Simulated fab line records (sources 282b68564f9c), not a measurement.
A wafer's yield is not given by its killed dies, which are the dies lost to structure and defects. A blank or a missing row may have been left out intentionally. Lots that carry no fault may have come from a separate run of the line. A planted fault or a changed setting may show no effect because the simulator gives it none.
fab line records + flow rit-cmos
[record]
- lots = 6
- wafers = 18
- last-day = 7
route steps=202 shown NRETRO@57 PRETRO@64 M1@202
lots that met no fault: from a run of the same line without faults
start-h: hours from the record's opening day to when the first of the lot's shown wafers began + wait-h: time in hours since the lot's previous step + " unchanged from the row above + L1.1+2: a row that stands for several wafers + - no value, or no start given + * or withheld: withheld + < > ~ a bound
route shown NAME@n: a module of which the file shows steps, and the number in the route of the first + usual: mean and standard deviation over wafers with no fault + same: alike in all rows + chamber/n: place in a boat + sites: readings site by site + _std_site: their standard deviation + _edge_site: outer sites' mean less inner sites' + radius-mm: for every site, how far away it sits from the centre of the wafer + mask NAME#n: copy n + behind: the tool/chamber that last shaped the wafer + hold: why the lot went on hold/how many hours it stayed there/how the hold came to an end + device: names the non-switching transistor (n, p or np) + end of line: tests run on the same wafers once the route is complete + where a step has no rows: the recipe by itself + killed: dies lost to structure and defects at the first sort, not the wafer's yield + map: per-die view of a wafer (x killed, . not killed, _ where there is no die)
set.NAME: the run value of the setting; set.NAME@STEP: its run value at that earlier step + model.NAME: the simulator's own value behind a step, which no gauge read
lots seen at some steps along the route; tables by step, rows by wafer
services: from which hour (start-h, from the record's first day; less than 0 if before it) a tool's chamber was out of use, for how many hours, and why
[[steps]]
[step RIT_NRETRO_PEB_04]
[recipe]
- resist = NOVOLAK
- temp-c = withheld
- time-s = withheld
[step RIT_NRETRO_DEVELOP_05]
[recipe]
- resist = NOVOLAK
- develop-time-s = 68
- dev-temp-c = 23
[step RIT_NRETRO_OVL_MEAS_06]
[usual]
- NRETRO_OVL = 0.5/1.4
| lot.wafer | tool       | chamber | start-h | wait-h | NRETRO_OVL[nm] |
|-----------|------------|---------|---------|--------|----------------|
| L151.1    | overlay-01 | -       | 41.62   | -      | 1.0            |
| L151.3    | "          | -       | "       | "      | 3.0            |
| L151.5    | "          | -       | "       | "      | 0.8            |
| L152.3    | overlay-02 | -       | 46.31   | -      | 0.7            |
| L152.4    | "          | -       | "       | "      | 0.0            |
| L152.5    | "          | -       | "       | "      | 1.3            |
| L160.1    | overlay-02 | -       | 88.39   | -      | -0.8           |
| L160.2    | "          | -       | "       | "      | -0.8           |
| L160.6    | "          | -       | "       | "      | -0.2           |
| L161.3    | overlay-02 | -       | 93.35   | -      | 1.3            |
| L161.4    | "          | -       | "       | "      | 1.2            |
| L161.6    | "          | -       | "       | "      | -0.8           |
| L166.4    | overlay-01 | -       | 117.05  | -      | -5.0           |
| L166.5    | "          | -       | "       | "      | -2.2           |
| L166.6    | "          | -       | "       | "      | -3.0           |
| L168.2    | overlay-02 | -       | 130.05  | -      | 0.1            |
| L168.4    | "          | -       | "       | "      | -0.4           |
| L168.5    | "          | -       | "       | "      | -0.3           |
[step RIT_NRETRO_HARDBAKE_07]
[recipe]
- resist = NOVOLAK
- temp-c = 140
- time-s = 120
[step RIT_NRETRO_IMPLANT_08]
[recipe]
- species = P
- energy-kev = 70
- dose-cm2 = 1e+13
- tilt-deg = 7
[step RIT_NRETRO_STRIP_09]
[recipe]
- chemistry = O2
- time-s = 180
- resist = NOVOLAK
- platen-temp-c = withheld
- power-w = 500
- pressure-mtorr = 4000
- o2-flow-sccm = 4000
[usual]
- drypump-motor-current-A = 6.2/0.36
| lot.wafer | tool            | chamber | start-h | wait-h | drypump-motor-current-A | rf-hours-counter-h |
|-----------|-----------------|---------|---------|--------|-------------------------|--------------------|
| L151.1    | plasma-asher-02 | 0       | 42.06   | 0.1    | 5.7                     | 35                 |
| L151.3    | "               | 1       | "       | "      | 5.8                     | -                  |
| L151.5    | "               | 0       | "       | "      | 5.7                     | -                  |
| L152.3    | plasma-asher-04 | 0       | 46.86   | 0.1    | 6.0                     | -                  |
| L152.4    | "               | 1       | "       | "      | 6.2                     | -                  |
| L152.5    | "               | 1       | "       | "      | 6.2                     | -                  |
| L160.1    | plasma-asher-04 | 1       | 88.83   | 0.1    | 6.2                     | 30                 |
| L160.2    | "               | 0       | "       | "      | 6.0                     | 30                 |
| L160.6    | "               | 1       | "       | "      | 6.2                     | -                  |
| L161.3    | plasma-asher-02 | 0       | 93.83   | 0.1    | 5.7                     | -                  |
| L161.4    | "               | 1       | "       | "      | 5.9                     | -                  |
| L161.6    | "               | 1       | "       | "      | 5.9                     | -                  |
| L166.4    | plasma-asher-04 | 0       | 117.59  | 0.1    | 6.0                     | -                  |
| L166.5    | "               | 0       | "       | "      | 6.0                     | -                  |
| L166.6    | "               | 1       | "       | "      | 6.2                     | -                  |
| L168.2    | plasma-asher-02 | 1       | 130.48  | 0.1    | 5.8                     | 44                 |
| L168.4    | "               | 1       | "       | "      | 5.8                     | -                  |
| L168.5    | "               | 1       | "       | "      | 5.8                     | -                  |
[step RIT_NRETRO_TW_MEAS_10]
[usual]
- NRETRO_TW = 1046/7
| lot.wafer | tool          | chamber | start-h | wait-h | NRETRO_TW |
|-----------|---------------|---------|---------|--------|-----------|
| L151.1    | film-metro-04 | -       | 42.23   | 0.1    | 1050      |
| L151.3    | "             | -       | "       | "      | 1046      |
| L151.5    | "             | -       | "       | "      | 1049      |
| L152.3    | film-metro-03 | -       | 46.99   | 0.1    | 1044      |
| L152.4    | "             | -       | "       | "      | 1041      |
| L152.5    | "             | -       | "       | "      | 1038      |
| L160.1    | film-metro-03 | -       | 89.00   | 0.1    | 1047      |
| L160.2    | "             | -       | "       | "      | 1049      |
| L160.6    | "             | -       | "       | "      | 1044      |
| L161.3    | film-metro-04 | -       | 93.97   | 0.1    | 1053      |
| L161.4    | "             | -       | "       | "      | 1047      |
| L161.6    | "             | -       | "       | "      | 1057      |
| L166.4    | film-metro-01 | -       | 117.74  | 0.1    | 1055      |
| L166.5    | "             | -       | "       | "      | 1055      |
| L166.6    | "             | -       | "       | "      | 1061      |
| L168.2    | film-metro-03 | -       | 130.66  | 0.1    | 1034      |
| L168.4    | "             | -       | "       | "      | 1036      |
| L168.5    | "             | -       | "       | "      | 1036      |
[step RIT_PRETRO_HMDS_00]
[recipe]
- prime-time-s = 60
- prime-temp-c = 140
[step RIT_PRETRO_COAT_01]
[recipe]
- resist = NOVOLAK
- spin-rpm = 2000
- resist-thk-nm = 1300
[step RIT_PRETRO_SOFTBAKE_02]
[recipe]
- resist = NOVOLAK
- temp-c = 90
- time-s = 60
[step RIT_PRETRO_EXPOSE_03]
[recipe]
- mask-id = M5
- na = 0.57
- target-cd-nm = 43700
- dose-mj = 250
[step RIT_PRETRO_PEB_04]
[recipe]
- resist = NOVOLAK
- temp-c = withheld
- time-s = withheld
[step RIT_PRETRO_DEVELOP_05]
[recipe]
- resist = NOVOLAK
- develop-time-s = 68
- dev-temp-c = 23
[usual]
- developer-temp-C = 23.01/0.11
[same]
- develop-time-s = 68
| lot.wafer | tool           | chamber | start-h | wait-h | developer-temp-C |
|-----------|----------------|---------|---------|--------|------------------|
| L151.1    | litho-track-02 | 0       | 43      | -      | 22.98            |
| L151.3    | "              | 0       | "       | "      | 22.98            |
| L151.5    | "              | 0       | "       | "      | 22.84            |
| L152.3    | litho-track-01 | 0       | 47      | -      | 22.80            |
| L152.4    | "              | 0       | "       | "      | 23.00            |
| L152.5    | "              | 0       | "       | "      | 23.06            |
| L160.1    | litho-track-02 | 0       | 89      | -      | 21.86            |
| L160.2    | "              | 0       | "       | "      | 22.06            |
| L160.6    | "              | 0       | "       | "      | 22.06            |
| L161.3    | litho-track-02 | 0       | 95      | -      | 22.28            |
| L161.4    | "              | 0       | "       | "      | 22.22            |
| L161.6    | "              | 0       | "       | "      | 22.41            |
| L166.4    | litho-track-04 | 0       | 118     | -      | 23.06            |
| L166.5    | "              | 0       | "       | "      | 23.10            |
| L166.6    | "              | 0       | "       | "      | 22.98            |
| L168.2    | litho-track-01 | 0       | 131     | -      | 22.91            |
| L168.4    | "              | 0       | "       | "      | 22.82            |
| L168.5    | "              | 0       | "       | "      | 22.89            |
[step RIT_PRETRO_OVL_MEAS_06]
[usual]
- PRETRO_OVL = 0.0/1.3
| lot.wafer | tool       | chamber | start-h | wait-h | PRETRO_OVL[nm] |
|-----------|------------|---------|---------|--------|----------------|
| L151.1    | overlay-01 | -       | 43.17   | -      | 0.2            |
| L151.3    | "          | -       | "       | "      | 1.0            |
| L151.5    | "          | -       | "       | "      | -0.1           |
| L152.3    | overlay-01 | -       | 47.92   | -      | -0.2           |
| L152.4    | "          | -       | "       | "      | -0.6           |
| L152.5    | "          | -       | "       | "      | 0.2            |
| L160.1    | overlay-02 | -       | 89.94   | -      | -0.8           |
| L160.2    | "          | -       | "       | "      | 1.1            |
| L160.6    | "          | -       | "       | "      | 0.9            |
| L161.3    | overlay-01 | -       | 95.13   | -      | -1.1           |
| L161.4    | "          | -       | "       | "      | -1.0           |
| L161.6    | "          | -       | "       | "      | -0.8           |
| L166.4    | overlay-01 | -       | 118.84  | -      | -0.1           |
| L166.5    | "          | -       | "       | "      | -0.7           |
| L166.6    | "          | -       | "       | "      | -1.2           |
| L168.2    | overlay-01 | -       | 131.60  | -      | -2.0           |
| L168.4    | "          | -       | "       | "      | -1.5           |
| L168.5    | "          | -       | "       | "      | -2.1           |
[step RIT_M1_PROBE_99]
[usual]
- killed-at-contacts = 0.1/0.27
- killed-at-front-end = 6/3
- killed-dies = 7/3
- killed-on-rim = 1.7/1.4
- killed-open = 3.1/2
- killed-short = 3.4/2
[same]
- gross-dies = 264
- killed_at_M0_to_M3 = 0
- killed_at_M4_up = 0
- killed-at-back-side = 0
- killed-at-other = 0
| lot.wafer | tool      | chamber | start-h | wait-h | killed-at-contacts | killed-at-front-end | killed-dies | killed-on-rim | killed-open | killed-short |
|-----------|-----------|---------|---------|--------|--------------------|---------------------|-------------|---------------|-------------|--------------|
| L151.1    | prober-01 | -       | 75.01   | 0.1    | 1                  | 5                   | 6           | 4             | 3           | 3            |
| L151.3    | prober-01 | -       | 75.11   | 0.2    | 0                  | 6                   | 6           | 2             | 3           | 3            |
| L151.5    | prober-01 | -       | 75.21   | 0.2    | 1                  | 1                   | 2           | 0             | 1           | 1            |
| L152.3    | prober-02 | -       | 81.54   | 0.2    | 0                  | 4                   | 4           | 2             | 1           | 3            |
| L152.4    | prober-02 | -       | 81.59   | 0.2    | 0                  | 3                   | 3           | 1             | 2           | 1            |
| L152.5    | prober-02 | -       | 81.64   | 0.2    | 0                  | 3                   | 3           | 0             | 1           | 2            |
| L160.1    | prober-02 | -       | 120.47  | 0.1    | 0                  | 8                   | 8           | 3             | 5           | 3            |
| L160.2    | prober-02 | -       | 120.52  | 0.1    | 0                  | 4                   | 4           | 1             | 3           | 1            |
| L160.6    | prober-02 | -       | 120.72  | 0.2    | 0                  | 7                   | 7           | 1             | 1           | 6            |
| L161.3    | prober-01 | -       | 128.22  | 0.2    | 0                  | 0                   | 0           | 0             | 0           | 0            |
| L161.4    | prober-01 | -       | 128.27  | 0.2    | 0                  | 7                   | 7           | 1             | 1           | 6            |
| L161.6    | prober-01 | -       | 128.37  | 0.2    | 1                  | 7                   | 8           | 1             | 2           | 6            |
| L166.4    | prober-01 | -       | 149.00  | 0.2    | 0                  | 10                  | 10          | 0             | 8           | 2            |
| L166.5    | prober-01 | -       | 149.05  | 0.2    | 0                  | 2                   | 2           | 0             | 0           | 2            |
| L166.6    | prober-01 | -       | 149.10  | 0.2    | 0                  | 12                  | 12          | 4             | 6           | 6            |
| L168.2    | prober-02 | -       | 156.93  | 0.1    | 0                  | 4                   | 4           | 3             | 0           | 4            |
| L168.4    | prober-02 | -       | 157.03  | 0.2    | 0                  | 4                   | 4           | 1             | 1           | 3            |
| L168.5    | prober-02 | -       | 157.08  | 0.2    | 0                  | 4                   | 4           | 0             | 0           | 4            |
// killed by level:class
L151.1 GATE:geometric-particle:short=2 SPACER:geometric-particle:open=2 FOX1:geometric-particle:short=1 CONTACT:geometric-particle:open=1
L151.3 GATE:geometric-particle:short=2 FOX1:geometric-particle:short=1 FOX2:geometric-particle:open=1 SPACER:geometric-particle:open=1 SILICIDE:geometric-particle:open=1
L151.5 GATE:geometric-particle:open=1 CONTACT:geometric-particle:short=1
L152.3 FOX2:geometric-particle:short=1 GATE:geometric-particle:short=1 GATE:geometric-particle:open=1 SPACER:geometric-particle:short=1
L152.4 GATE:geometric-particle:open=1 GATE:geometric-particle:short=1 REOX:geometric-particle:open=1
L152.5 SPACER:geometric-particle:short=2 FOX2:geometric-particle:open=1
L160.1 GATE:geometric-particle:open=3 FOX2:geometric-particle:short=2 FOX1:geometric-particle:open=1 FOX1:geometric-particle:short=1 SPACER:geometric-particle:open=1
L160.2 FOX1:geometric-particle:open=1 GATE:geometric-particle:short=1 GATE:geometric-particle:open=1 REOX:geometric-particle:open=1
L160.6 FOX1:geometric-particle:short=2 GATE:geometric-particle:short=2 GATE:geometric-particle:open=1 REOX:geometric-particle:short=1 SILICIDE:geometric-particle:short=1
L161.4 FOX2:geometric-particle:short=2 GATE:geometric-particle:short=2 FOX1:geometric-particle:open=1 FOX1:geometric-particle:short=1 SPACER:geometric-particle:short=1
L161.6 GATE:geometric-particle:short=3 FOX1:geometric-particle:short=1 FOX2:geometric-particle:open=1 GATE:geometric-particle:open=1 SPACER:geometric-particle:short=1 CONTACT:geometric-particle:short=1
L166.4 FOX1:geometric-particle:open=3 GATE:geometric-particle:short=2 SILICIDE:geometric-particle:open=2 FOX2:geometric-particle:open=1 GATE:geometric-particle:open=1 REOX:geometric-particle:open=1
L166.5 REOX:geometric-particle:short=2
L166.6 FOX1:geometric-particle:short=3 REOX:geometric-particle:open=3 GATE:geometric-particle:short=2 SILICIDE:geometric-particle:open=2 GATE:geometric-particle:open=1 REOX:geometric-particle:short=1
L168.2 FOX1:geometric-particle:short=2 SPACER:geometric-particle:short=2
L168.4 FOX1:geometric-particle:short=1 FOX2:geometric-particle:short=1 GATE:geometric-particle:open=1 REOX:geometric-particle:short=1
L168.5 SPACER:geometric-particle:short=2 FOX1:geometric-particle:short=1 GATE:geometric-particle:short=1
[[services]]
| tool            | chamber | start-h | hours | kind   |
|-----------------|---------|---------|-------|--------|
| plasma-asher-02 | -       | 26.21   | 1.6   | repair |
| plasma-asher-02 | -       | 105.02  | 4.3   | repair |
[[key]]
[first-sign]
- step = RIT_PRETRO_DEVELOP_05
- reading = developer-temp-C
- direction = down
- sigmas = 7.7
- usual = *
- struck = *
effect none on later readings
met-at RIT_PRETRO_DEVELOP_05
struck-wafers L160.1,L160.2,L160.6,L161.3,L161.4,L161.6
tester-left-out L160,L161
onset-between 43 89
[fault]
- kind = process-parameter-drift
- tool = litho-track-02
- chamber = -
- onset-h = 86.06
- steps = RIT_PRETRO_DEVELOP_05
- channel = dev-temp-c
- offset = *
- shape = step
- end-h = 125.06
- acts-in = *
- stated = *
// tester-left-out: of these lots the tester's yield and bins aren't shown, on N5 and GAA mostly nor the transistor test; their killed dies are dies lost to structure and defects alone, not to doping, threshold or leakage, so they don't give the yield
